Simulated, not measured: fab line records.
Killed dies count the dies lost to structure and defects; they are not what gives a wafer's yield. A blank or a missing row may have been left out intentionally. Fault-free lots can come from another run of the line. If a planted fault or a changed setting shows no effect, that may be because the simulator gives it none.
A single fault, viewed from 2 desks ; flow berkeley cmos170 ; each desk holds nothing but its own numbers, with what lay behind them at the end

FOR THE TOOL OWNER'S DESK: krf scanner-01
The tool's own readings at UCB170_PLDD_EXPOSE_03 (exposes mask PSELECT, target cd 1200 nm): means of the sampled wafers that have a number, for each lot that ran on this tool. A lot is out of limits, marked OUT, if its mean lies more than 4 standard deviations from the usual mean; the brackets give that distance.
Columns: A = stage vel mm s at UCB170_PLDD_EXPOSE_03, usual 500.06 mm/s
lot;first seen here;A
L954;day 7 02:13;499.79
L963;day 9 11:30;499.98
L962;day 9 19:38;499.92
This desk's finding: nothing out of limits on any of the 3 lots.

AT THE METROLOGY DESK
Lot by lot, what the gauges showed, no matter which tool ran the lot: averages of those sampled wafers that carry a number. A lot is out of limits, marked OUT, if its mean lies more than 4 standard deviations from the usual mean; the brackets give that distance.
Columns: A = cd nm at UCB170_GATE_CD_MEAS_12, usual 349.9 nm; B = PLDD_OVL at UCB170_PLDD_OVL_MEAS_07, usual -1 nm
lot;first seen here;A;B
L953;day 6 23:30;348.4;-10
L951;day 6 23:47;351.1;-4
L952;day 7 00:06;348.5;1
L954;day 7 00:15;348.7;12
L955;day 7 09:52;348.2;1
L966;day 9 05:59;351.0;-2
L965;day 9 06:41;348.6;-0
L963;day 9 06:56;352.8;321 (+46) OUT
L962;day 9 18:30;348.7;318 (+46) OUT
L968;day 9 18:44;350.0;-11
L970;day 9 23:40;347.6;-11
L973;day 11 01:27;348.6;-0
Finding of this desk: L962, L963 out of limits, first seen on L963 at day 9 12:18 (PLDD_OVL at UCB170_PLDD_OVL_MEAS_07). L953, L951, L952, L954, L955, L966, L965, L968, L970, L973: within limits.

BROUGHT TOGETHER
Metrology desk: alarm possible at day 9 12:18 on L962, L963.
The tool owner's desk saw nothing out of limits.
The tool owner's desk has L962, L963 on record, within its limits.
The lots listed all ran UCB170_PLDD_EXPOSE_03 on krf scanner-01.

WHAT WAS PUT IN BY THE SIMULATOR
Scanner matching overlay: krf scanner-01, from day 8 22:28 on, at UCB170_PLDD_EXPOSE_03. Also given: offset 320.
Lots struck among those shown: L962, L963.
Delay in hours, fault start to first out-of-limits reading, per desk: metrology desk 14.
